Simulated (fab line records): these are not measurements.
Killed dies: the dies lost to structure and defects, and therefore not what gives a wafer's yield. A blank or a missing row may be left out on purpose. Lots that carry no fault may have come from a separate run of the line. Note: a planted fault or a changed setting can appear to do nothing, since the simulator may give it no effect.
fab line records :: flow rit-cmos
[record]
  lots = 14
  wafers = 42
  last-day = 7
route steps=202 shown ACTIVE@4 M1@202
lots that met no fault: taken from a fault-free run of the same line
start-h: hours from the record's first day to the start of the lot's first wafer shown :: wait-h: how many hours have passed since the lot's step before this one :: " unchanged from the row above :: L1.1+2: a row that stands for several wafers :: - value missing, or start not given :: * or withheld: withheld :: < > ~ a bound
route shown NAME@n: a module of which the file shows steps, and the number in the route of the first :: usual: mean/standard deviation of fault-free wafers :: same: alike in all rows :: chamber/n: place in a boat :: sites: readings site by site :: _std_site: the values' standard deviation :: _edge_site: mean of outer sites minus mean of inner sites :: radius-mm: how far each site lies from the wafer's centre :: mask NAME#n: copy n :: behind: the last tool/chamber to shape the wafer :: hold: cause of the lot's hold/its duration in hours/its outcome :: device: the transistor (n, p or np) that didn't switch :: end of line: at the end of the route, the tests of the same wafers :: a step without rows: its recipe alone :: killed: dies lost to structure and defects at the first sort, not the wafer's yield :: map: the dies of a wafer, with x for killed, . for not killed, _ for no die there
set.NAME: the setting the step ran with; set.NAME@STEP: the setting that earlier step ran with :: model.NAME: the simulator's own value behind a step, which no gauge read
one table for each step of the route and one row for each wafer, over a sample of lots
services: when a tool's chamber went out of use (start-h, in hours from the record's first day, below 0 if earlier), for how many hours, and the reason
[[steps]]
[step RIT_ACTIVE_CVD_03]
[recipe]
  material = Si3N4
  target-thk-nm = 150
  temp-c = 810
  precursor = SiH2Cl2/NH3
  time-s = 1500
  pressure-mtorr = 300
  sih2cl2-flow-sccm = 60
  nh3-flow-sccm = 150
lot.wafer: L848.1+3+6
tool: lpcvd-02
chamber: 1
start-h: 12.85
wait-h: 0.1

lot.wafer: L851.1+3+4
tool: lpcvd-02
chamber: 0
start-h: 27.11
wait-h: 0.1

lot.wafer: L853.1+4+5
tool: lpcvd-01
chamber: 0
start-h: 38.14
wait-h: 0.1

lot.wafer: L854.1+5+6
tool: lpcvd-01
chamber: 1
start-h: 42.11
wait-h: 0.1

lot.wafer: L854.1+5+6
tool: lpcvd-01
chamber: 1
start-h: 43.70
wait-h: 0.2

lot.wafer: L856.3+4+6
tool: lpcvd-02
chamber: 1
start-h: 52.69
wait-h: 0.6

lot.wafer: L857.1+2+4
tool: lpcvd-02
chamber: 1
start-h: 57.90
wait-h: 0.1

lot.wafer: L858.2+3+6
tool: lpcvd-02
chamber: 1
start-h: 65.32
wait-h: 0.0

lot.wafer: L858.2+3+6
tool: lpcvd-01
chamber: 1
start-h: 67.19
wait-h: 0.5

lot.wafer: L864.1+4+6
tool: lpcvd-02
chamber: 0
start-h: 92.11
wait-h: 0.1

lot.wafer: L865.1+2+5
tool: lpcvd-02
chamber: 0
start-h: 97.69
wait-h: 0.1

lot.wafer: L866.2+5+6
tool: lpcvd-01
chamber: 1
start-h: 102.77
wait-h: 0.7

lot.wafer: L868.1+3+6
tool: lpcvd-02
chamber: 0
start-h: 113.61
wait-h: 0.8

lot.wafer: L869.1+4+6
tool: lpcvd-02
chamber: 0
start-h: 117.11
wait-h: 0.1

lot.wafer: L870.4+5+6
tool: lpcvd-02
chamber: 0
start-h: 123.03
wait-h: 0.5

lot.wafer: L871.2+3+6
tool: lpcvd-01
chamber: 0
start-h: 127.28
wait-h: 0.0
[step RIT_ACTIVE_THK_MEAS_04]
[recipe]
  reads = Si3N4_of_ACTIVE_CVD_03
[usual]
  ACTIVE_NITRIDE_THK = 150.0/1.4
lot.wafer: L848.1
tool: film-metro-01
chamber: -
start-h: 14.27
wait-h: 0.0
ACTIVE_NITRIDE_THK[nm]: 151.2

lot.wafer: L848.3
tool: film-metro-01
chamber: -
start-h: 14.27
wait-h: 0.0
ACTIVE_NITRIDE_THK[nm]: 151.0

lot.wafer: L848.6
tool: film-metro-01
chamber: -
start-h: 14.27
wait-h: 0.0
ACTIVE_NITRIDE_THK[nm]: 149.3

lot.wafer: L851.1
tool: film-metro-01
chamber: -
start-h: 28.53
wait-h: 0.0
ACTIVE_NITRIDE_THK[nm]: 151.9

lot.wafer: L851.3
tool: film-metro-01
chamber: -
start-h: 28.53
wait-h: 0.0
ACTIVE_NITRIDE_THK[nm]: 151.5

lot.wafer: L851.4
tool: film-metro-01
chamber: -
start-h: 28.53
wait-h: 0.0
ACTIVE_NITRIDE_THK[nm]: 151.1

lot.wafer: L853.1
tool: film-metro-01
chamber: -
start-h: 39.55
wait-h: 0.0
ACTIVE_NITRIDE_THK[nm]: 149.7

lot.wafer: L853.4
tool: film-metro-01
chamber: -
start-h: 39.55
wait-h: 0.0
ACTIVE_NITRIDE_THK[nm]: 148.5

lot.wafer: L853.5
tool: film-metro-01
chamber: -
start-h: 39.55
wait-h: 0.0
ACTIVE_NITRIDE_THK[nm]: 148.4

lot.wafer: L854.1
tool: film-metro-02
chamber: -
start-h: 45.22
wait-h: 0.1
ACTIVE_NITRIDE_THK[nm]: 297.9

lot.wafer: L854.5
tool: film-metro-02
chamber: -
start-h: 45.22
wait-h: 0.1
ACTIVE_NITRIDE_THK[nm]: 298.6

lot.wafer: L854.6
tool: film-metro-02
chamber: -
start-h: 45.22
wait-h: 0.1
ACTIVE_NITRIDE_THK[nm]: 298.5

lot.wafer: L856.3
tool: film-metro-02
chamber: -
start-h: 54.13
wait-h: 0.0
ACTIVE_NITRIDE_THK[nm]: 150.8

lot.wafer: L856.4
tool: film-metro-02
chamber: -
start-h: 54.13
wait-h: 0.0
ACTIVE_NITRIDE_THK[nm]: 150.5

lot.wafer: L856.6
tool: film-metro-02
chamber: -
start-h: 54.13
wait-h: 0.0
ACTIVE_NITRIDE_THK[nm]: 148.9

lot.wafer: L857.1
tool: film-metro-02
chamber: -
start-h: 59.32
wait-h: 0.0
ACTIVE_NITRIDE_THK[nm]: 149.5

lot.wafer: L857.2
tool: film-metro-02
chamber: -
start-h: 59.32
wait-h: 0.0
ACTIVE_NITRIDE_THK[nm]: 149.7

lot.wafer: L857.4
tool: film-metro-02
chamber: -
start-h: 59.32
wait-h: 0.0
ACTIVE_NITRIDE_THK[nm]: 149.4

lot.wafer: L858.2
tool: film-metro-01
chamber: -
start-h: 68.62
wait-h: 0.0
ACTIVE_NITRIDE_THK[nm]: 299.5

lot.wafer: L858.3
tool: film-metro-01
chamber: -
start-h: 68.62
wait-h: 0.0
ACTIVE_NITRIDE_THK[nm]: 301.9

lot.wafer: L858.6
tool: film-metro-01
chamber: -
start-h: 68.62
wait-h: 0.0
ACTIVE_NITRIDE_THK[nm]: 301.0

lot.wafer: L864.1
tool: film-metro-04
chamber: -
start-h: 93.53
wait-h: 0.0
ACTIVE_NITRIDE_THK[nm]: 151.9

lot.wafer: L864.4
tool: film-metro-04
chamber: -
start-h: 93.53
wait-h: 0.0
ACTIVE_NITRIDE_THK[nm]: 151.4

lot.wafer: L864.6
tool: film-metro-04
chamber: -
start-h: 93.53
wait-h: 0.0
ACTIVE_NITRIDE_THK[nm]: 150.5

lot.wafer: L865.1
tool: film-metro-02
chamber: -
start-h: 99.11
wait-h: 0.0
ACTIVE_NITRIDE_THK[nm]: 150.6

lot.wafer: L865.2
tool: film-metro-02
chamber: -
start-h: 99.11
wait-h: 0.0
ACTIVE_NITRIDE_THK[nm]: 150.5

lot.wafer: L865.5
tool: film-metro-02
chamber: -
start-h: 99.11
wait-h: 0.0
ACTIVE_NITRIDE_THK[nm]: 151.9

lot.wafer: L866.2
tool: film-metro-01
chamber: -
start-h: 104.91
wait-h: 0.0
ACTIVE_NITRIDE_THK[nm]: 148.4

lot.wafer: L866.5
tool: film-metro-01
chamber: -
start-h: 104.91
wait-h: 0.0
ACTIVE_NITRIDE_THK[nm]: 149.8

lot.wafer: L866.6
tool: film-metro-01
chamber: -
start-h: 104.91
wait-h: 0.0
ACTIVE_NITRIDE_THK[nm]: 148.8

lot.wafer: L868.1
tool: film-metro-01
chamber: -
start-h: 115.12
wait-h: 0.1
ACTIVE_NITRIDE_THK[nm]: 149.4

lot.wafer: L868.3
tool: film-metro-01
chamber: -
start-h: 115.12
wait-h: 0.1
ACTIVE_NITRIDE_THK[nm]: 150.6

lot.wafer: L868.6
tool: film-metro-01
chamber: -
start-h: 115.12
wait-h: 0.1
ACTIVE_NITRIDE_THK[nm]: 149.3

lot.wafer: L869.1
tool: film-metro-01
chamber: -
start-h: 119.24
wait-h: 0.0
ACTIVE_NITRIDE_THK[nm]: 147.8

lot.wafer: L869.4
tool: film-metro-01
chamber: -
start-h: 119.24
wait-h: 0.0
ACTIVE_NITRIDE_THK[nm]: 148.2

lot.wafer: L869.6
tool: film-metro-01
chamber: -
start-h: 119.24
wait-h: 0.0
ACTIVE_NITRIDE_THK[nm]: 147.8

lot.wafer: L870.4
tool: film-metro-02
chamber: -
start-h: 125.18
wait-h: 0.0
ACTIVE_NITRIDE_THK[nm]: 148.9

lot.wafer: L870.5
tool: film-metro-02
chamber: -
start-h: 125.18
wait-h: 0.0
ACTIVE_NITRIDE_THK[nm]: 147.8

lot.wafer: L870.6
tool: film-metro-02
chamber: -
start-h: 125.18
wait-h: 0.0
ACTIVE_NITRIDE_THK[nm]: 149.9

lot.wafer: L871.2
tool: film-metro-01
chamber: -
start-h: 128.71
wait-h: 0.0
ACTIVE_NITRIDE_THK[nm]: 150.6

lot.wafer: L871.3
tool: film-metro-01
chamber: -
start-h: 128.71
wait-h: 0.0
ACTIVE_NITRIDE_THK[nm]: 149.7

lot.wafer: L871.6
tool: film-metro-01
chamber: -
start-h: 128.71
wait-h: 0.0
ACTIVE_NITRIDE_THK[nm]: 149.5
[step RIT_ACTIVE_ETCH_13]
[recipe]
  stop-on = SiO2
  chemistry = SF6
  target = Si3N4
  time-s = 210
  over-etch-frac = 0.4
  SF6_flow_sccm = 200
  pressure-mtorr = 260
  rf-w = 125
  target-depth-a = 2100
[usual]
  drypump-motor-current-A = 5.9/0.46
  oes-product-au = 0.824/0.013
  throttle-valve-pct = 7.47/0.12
lot.wafer: L848.1
tool: rie-diel-01
chamber: 1
start-h: 15.57
wait-h: 0.1
drypump-motor-current-A: 6.0
oes-product-au: 0.836
rf-hours-counter-h: 146
throttle-valve-pct: 7.55

lot.wafer: L848.3
tool: rie-diel-01
chamber: 2
start-h: 15.57
wait-h: 0.1
drypump-motor-current-A: 6.2
oes-product-au: 0.843
rf-hours-counter-h: 155
throttle-valve-pct: 7.32

lot.wafer: L848.6
tool: rie-diel-01
chamber: 1
start-h: 15.57
wait-h: 0.1
drypump-motor-current-A: 6.0
oes-product-au: 0.826
rf-hours-counter-h: -
throttle-valve-pct: 7.56

lot.wafer: L851.1
tool: rie-diel-01
chamber: 3
start-h: 29.83
wait-h: 0.1
drypump-motor-current-A: 6.7
oes-product-au: 0.832
rf-hours-counter-h: 78
throttle-valve-pct: 7.40

lot.wafer: L851.3
tool: rie-diel-01
chamber: 1
start-h: 29.83
wait-h: 0.1
drypump-motor-current-A: 6.0
oes-product-au: 0.837
rf-hours-counter-h: 146
throttle-valve-pct: 7.56

lot.wafer: L851.4
tool: rie-diel-01
chamber: 0
start-h: 29.83
wait-h: 0.1
drypump-motor-current-A: 6.2
oes-product-au: 0.813
rf-hours-counter-h: 142
throttle-valve-pct: 7.61

lot.wafer: L853.1
tool: rie-diel-01
chamber: 1
start-h: 40.86
wait-h: 0.1
drypump-motor-current-A: 6.0
oes-product-au: 0.828
rf-hours-counter-h: 146
throttle-valve-pct: 7.56

lot.wafer: L853.4
tool: rie-diel-01
chamber: 0
start-h: 40.86
wait-h: 0.1
drypump-motor-current-A: 6.2
oes-product-au: 0.804
rf-hours-counter-h: 142
throttle-valve-pct: 7.59

lot.wafer: L853.5
tool: rie-diel-01
chamber: 0
start-h: 40.86
wait-h: 0.1
drypump-motor-current-A: 6.2
oes-product-au: 0.804
rf-hours-counter-h: -
throttle-valve-pct: 7.60

lot.wafer: L854.1
tool: rie-diel-04
chamber: 0
start-h: 46.76
wait-h: 0.1
drypump-motor-current-A: 6.0
oes-product-au: 0.992
rf-hours-counter-h: 1
throttle-valve-pct: 7.73

lot.wafer: L854.5
tool: rie-diel-04
chamber: 3
start-h: 46.76
wait-h: 0.1
drypump-motor-current-A: 5.1
oes-product-au: 0.969
rf-hours-counter-h: -
throttle-valve-pct: 7.39

lot.wafer: L854.6
tool: rie-diel-04
chamber: 2
start-h: 46.76
wait-h: 0.1
drypump-motor-current-A: 5.7
oes-product-au: 1.051
rf-hours-counter-h: -
throttle-valve-pct: 7.40

lot.wafer: L856.3
tool: rie-diel-01
chamber: 1
start-h: 55.29
wait-h: 0.1
drypump-motor-current-A: 6.0
oes-product-au: 0.841
rf-hours-counter-h: 147
throttle-valve-pct: 7.56

lot.wafer: L856.4
tool: rie-diel-01
chamber: 0
start-h: 55.29
wait-h: 0.1
drypump-motor-current-A: 6.2
oes-product-au: 0.813
rf-hours-counter-h: 142
throttle-valve-pct: 7.61

lot.wafer: L856.6
tool: rie-diel-01
chamber: 1
start-h: 55.29
wait-h: 0.1
drypump-motor-current-A: 6.0
oes-product-au: 0.825
rf-hours-counter-h: -
throttle-valve-pct: 7.56

lot.wafer: L857.1
tool: rie-diel-04
chamber: 1
start-h: 60.62
wait-h: 0.1
drypump-motor-current-A: 6.5
oes-product-au: 0.809
rf-hours-counter-h: 158
throttle-valve-pct: 7.37

lot.wafer: L857.2
tool: rie-diel-04
chamber: 0
start-h: 60.62
wait-h: 0.1
drypump-motor-current-A: 6.0
oes-product-au: 0.827
rf-hours-counter-h: 1
throttle-valve-pct: 7.75

lot.wafer: L857.4
tool: rie-diel-04
chamber: 3
start-h: 60.62
wait-h: 0.1
drypump-motor-current-A: 5.2
oes-product-au: 0.806
rf-hours-counter-h: 48
throttle-valve-pct: 7.41

lot.wafer: L858.2
tool: rie-diel-02
chamber: 3
start-h: 69.99
wait-h: 0.1
drypump-motor-current-A: 5.1
oes-product-au: 1.029
rf-hours-counter-h: 8
throttle-valve-pct: 7.37

lot.wafer: L858.3
tool: rie-diel-02
chamber: 1
start-h: 69.99
wait-h: 0.1
drypump-motor-current-A: 5.7
oes-product-au: 0.994
rf-hours-counter-h: 85
throttle-valve-pct: 7.60

lot.wafer: L858.6
tool: rie-diel-02
chamber: 0
start-h: 69.99
wait-h: 0.1
drypump-motor-current-A: 5.7
oes-product-au: 1.015
rf-hours-counter-h: -
throttle-valve-pct: 7.36

lot.wafer: L864.1
tool: rie-diel-01
chamber: 0
start-h: 94.71
wait-h: 0.1
drypump-motor-current-A: 6.2
oes-product-au: 0.821
rf-hours-counter-h: 143
throttle-valve-pct: 7.62

lot.wafer: L864.4
tool: rie-diel-01
chamber: 3
start-h: 94.71
wait-h: 0.1
drypump-motor-current-A: 6.7
oes-product-au: 0.833
rf-hours-counter-h: 79
throttle-valve-pct: 7.39

lot.wafer: L864.6
tool: rie-diel-01
chamber: 3
start-h: 94.71
wait-h: 0.1
drypump-motor-current-A: 6.7
oes-product-au: 0.832
rf-hours-counter-h: -
throttle-valve-pct: 7.41

lot.wafer: L865.1
tool: rie-diel-01
chamber: 1
start-h: 100.29
wait-h: 0.1
drypump-motor-current-A: 6.0
oes-product-au: 0.836
rf-hours-counter-h: 147
throttle-valve-pct: 7.55

lot.wafer: L865.2
tool: rie-diel-01
chamber: 2
start-h: 100.29
wait-h: 0.1
drypump-motor-current-A: 6.3
oes-product-au: 0.838
rf-hours-counter-h: 157
throttle-valve-pct: 7.33

lot.wafer: L865.5
tool: rie-diel-01
chamber: 0
start-h: 100.29
wait-h: 0.1
drypump-motor-current-A: 6.2
oes-product-au: 0.820
rf-hours-counter-h: -
throttle-valve-pct: 7.58

lot.wafer: L866.2
tool: rie-diel-01
chamber: 3
start-h: 106.23
wait-h: 0.1
drypump-motor-current-A: 6.6
oes-product-au: 0.832
rf-hours-counter-h: 80
throttle-valve-pct: 7.37

lot.wafer: L866.5
tool: rie-diel-01
chamber: 0
start-h: 106.23
wait-h: 0.1
drypump-motor-current-A: 6.2
oes-product-au: 0.806
rf-hours-counter-h: -
throttle-valve-pct: 7.60

lot.wafer: L866.6
tool: rie-diel-01
chamber: 3
start-h: 106.23
wait-h: 0.1
drypump-motor-current-A: 6.7
oes-product-au: 0.837
rf-hours-counter-h: -
throttle-valve-pct: 7.39

lot.wafer: L868.1
tool: rie-diel-02
chamber: 1
start-h: 116.63
wait-h: 0.1
drypump-motor-current-A: 5.7
oes-product-au: 0.823
rf-hours-counter-h: 86
throttle-valve-pct: 7.62

lot.wafer: L868.3
tool: rie-diel-02
chamber: 2
start-h: 116.63
wait-h: 0.1
drypump-motor-current-A: 5.5
oes-product-au: 0.828
rf-hours-counter-h: 50
throttle-valve-pct: 7.50

lot.wafer: L868.6
tool: rie-diel-02
chamber: 2
start-h: 116.63
wait-h: 0.1
drypump-motor-current-A: 5.5
oes-product-au: 0.822
rf-hours-counter-h: -
throttle-valve-pct: 7.53

lot.wafer: L869.1
tool: rie-diel-02
chamber: 2
start-h: 120.42
wait-h: 0.1
drypump-motor-current-A: 5.5
oes-product-au: 0.816
rf-hours-counter-h: 50
throttle-valve-pct: 7.51

lot.wafer: L869.4
tool: rie-diel-02
chamber: 0
start-h: 120.42
wait-h: 0.1
drypump-motor-current-A: 5.7
oes-product-au: 0.801
rf-hours-counter-h: 90
throttle-valve-pct: 7.36

lot.wafer: L869.6
tool: rie-diel-02
chamber: 0
start-h: 120.42
wait-h: 0.1
drypump-motor-current-A: 5.7
oes-product-au: 0.802
rf-hours-counter-h: -
throttle-valve-pct: 7.35

lot.wafer: L870.4
tool: rie-diel-04
chamber: 1
start-h: 126.33
wait-h: 0.1
drypump-motor-current-A: 6.5
oes-product-au: 0.828
rf-hours-counter-h: 0
throttle-valve-pct: 7.36

lot.wafer: L870.5
tool: rie-diel-04
chamber: 1
start-h: 126.33
wait-h: 0.1
drypump-motor-current-A: 6.5
oes-product-au: 0.835
rf-hours-counter-h: -
throttle-valve-pct: 7.35

lot.wafer: L870.6
tool: rie-diel-04
chamber: 0
start-h: 126.33
wait-h: 0.1
drypump-motor-current-A: 6.0
oes-product-au: 0.836
rf-hours-counter-h: -
throttle-valve-pct: 7.74

lot.wafer: L871.2
tool: rie-diel-04
chamber: 0
start-h: 130.01
wait-h: 0.1
drypump-motor-current-A: 6.0
oes-product-au: 0.822
rf-hours-counter-h: 2
throttle-valve-pct: 7.74

lot.wafer: L871.3
tool: rie-diel-04
chamber: 3
start-h: 130.01
wait-h: 0.1
drypump-motor-current-A: 5.1
oes-product-au: 0.806
rf-hours-counter-h: 49
throttle-valve-pct: 7.42

lot.wafer: L871.6
tool: rie-diel-04
chamber: 3
start-h: 130.01
wait-h: 0.1
drypump-motor-current-A: 5.1
oes-product-au: 0.807
rf-hours-counter-h: -
throttle-valve-pct: 7.40
[step RIT_M1_PROBE_99]
[usual]
  killed_at_M0_to_M3 = 0.0/0.18
  killed-at-contacts = 0.1/0.32
  killed-at-front-end = 7/3
  killed-dies = 7/3.1
  killed-on-rim = 1.9/1.5
  killed-open = 3.3/1.8
  killed-short = 3.6/2
[same]
  gross-dies = 264
  killed_at_M4_up = 0
  killed-at-back-side = 0
  killed-at-other = 0
lot.wafer: L854.1
tool: prober-01
chamber: -
start-h: 95.18
wait-h: 0.1
killed_at_M0_to_M3: 0
killed-at-contacts: 0
killed-at-front-end: 264
killed-dies: 264
killed-on-rim: 70
killed-open: 0
killed-short: 2

lot.wafer: L854.5
tool: prober-01
chamber: -
start-h: 95.38
wait-h: 0.2
killed_at_M0_to_M3: 0
killed-at-contacts: 0
killed-at-front-end: 264
killed-dies: 264
killed-on-rim: 70
killed-open: 0
killed-short: 3

lot.wafer: L854.6
tool: prober-01
chamber: -
start-h: 95.43
wait-h: 0.2
killed_at_M0_to_M3: 0
killed-at-contacts: 0
killed-at-front-end: 264
killed-dies: 264
killed-on-rim: 70
killed-open: 1
killed-short: 2

lot.wafer: L858.2
tool: prober-01
chamber: -
start-h: 120.75
wait-h: 0.1
killed_at_M0_to_M3: 0
killed-at-contacts: 0
killed-at-front-end: 264
killed-dies: 264
killed-on-rim: 70
killed-open: 2
killed-short: 5

lot.wafer: L858.3
tool: prober-01
chamber: -
start-h: 120.80
wait-h: 0.2
killed_at_M0_to_M3: 0
killed-at-contacts: 0
killed-at-front-end: 264
killed-dies: 264
killed-on-rim: 70
killed-open: 5
killed-short: 3

lot.wafer: L858.6
tool: prober-01
chamber: -
start-h: 120.95
wait-h: 0.2
killed_at_M0_to_M3: 0
killed-at-contacts: 0
killed-at-front-end: 264
killed-dies: 264
killed-on-rim: 70
killed-open: 2
killed-short: 4
// killed by level:class
L854.1 ACTIVE:area-etch=262 GATE:geometric-particle:short=2
L854.5 ACTIVE:area-etch=261 GATE:geometric-particle:short=3
L854.6 ACTIVE:area-etch=261 FOX1:geometric-particle:short=1 GATE:geometric-particle:short=1 REOX:geometric-particle:open=1
L858.2 ACTIVE:area-etch=257 REOX:geometric-particle:short=3 GATE:geometric-particle:short=1 GATE:geometric-particle:open=1 REOX:geometric-particle:open=1 SILICIDE:geometric-particle:short=1
L858.3 ACTIVE:area-etch=256 GATE:geometric-particle:open=3 REOX:geometric-particle:short=2 FOX1:geometric-particle:open=1 REOX:geometric-particle:open=1 SILICIDE:geometric-particle:short=1
L858.6 ACTIVE:area-etch=258 GATE:geometric-particle:short=2 FOX1:geometric-particle:short=1 SPACER:geometric-particle:short=1 SPACER:geometric-particle:open=1 SILICIDE:geometric-particle:open=1
[[services]]
tool: rie-diel-04
chamber: 0
start-h: 4.76
hours: 10.6
kind: repair

tool: rie-diel-02
chamber: -
start-h: 26.24
hours: 2.8
kind: pm

tool: rie-diel-02
chamber: 3
start-h: 34.64
hours: 1.4
kind: repair

tool: rie-diel-04
chamber: 3
start-h: 64.28
hours: 8.8
kind: repair

tool: rie-diel-04
chamber: 3
start-h: 74.23
hours: 2.4
kind: repair

tool: rie-diel-02
chamber: 1
start-h: 77.01
hours: 33.7
kind: repair

tool: lpcvd-01
chamber: -
start-h: 80.88
hours: 2.1
kind: repair

tool: rie-diel-04
chamber: 1
start-h: 101.29
hours: -
kind: clean

tool: rie-diel-04
chamber: 1
start-h: 101.29
hours: 23.8
kind: scheduled-down

tool: rie-diel-04
chamber: 1
start-h: 101.29
hours: 23.8
kind: vent-cycle

tool: rie-diel-02
chamber: 0
start-h: 105.67
hours: 10.8
kind: repair

tool: rie-diel-04
chamber: -
start-h: 111.26
hours: 14.6
kind: pm

tool: rie-diel-01
chamber: 2
start-h: 117.40
hours: -
kind: clean

tool: rie-diel-01
chamber: 2
start-h: 117.40
hours: 20.2
kind: scheduled-down

tool: rie-diel-01
chamber: 2
start-h: 117.40
hours: 20.2
kind: vent-cycle

tool: rie-diel-02
chamber: 1
start-h: 122.31
hours: 3.4
kind: repair
[[key]]
[first-sign]
  step = RIT_ACTIVE_CVD_03
  reading = visit
  direction = added
[effect]
  step = RIT_ACTIVE_THK_MEAS_04
  reading = ACTIVE_NITRIDE_THK
  direction = up
  sigmas = 99+
  usual = 150.0
  struck = 299.6
[effect]
  step = RIT_ACTIVE_ETCH_13
  reading = oes-product-au
  direction = up
  sigmas = 15
  usual = 0.824
  struck = 1.008
[effect]
  step = RIT_M1_PROBE_99
  reading = killed-at-front-end
  direction = up
  sigmas = 84
  usual = 7
  struck = 264
[more-kills-born-at]
  RIT_ACTIVE_ETCH_13@rie-diel-04 = 784
  RIT_ACTIVE_ETCH_13@rie-diel-02 = 771
met-at RIT_ACTIVE_CVD_03
struck-lots L854,L858
later-rows-left-out L854.1,L854.5,L854.6,L858.2,L858.3,L858.6
tester-left-out L854,L858
[fault]
  kind = repeated-step-whole
  tool = lpcvd-01,lpcvd-02
  chamber = -
  onset-h = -
  steps = RIT_ACTIVE_CVD_03
  times = 1
  scope = struck-lots-only
// tester-left-out: of these lots the tester's yield and bins aren't shown, on N5 and GAA mostly nor the transistor test; their killed dies are dies lost to structure and defects alone, not to doping, threshold or leakage, so they don't give the yield
// later-rows-left-out: the simulator's readings of these wafers behind a module that went badly wrong aren't trusted and aren't shown, but for the sort
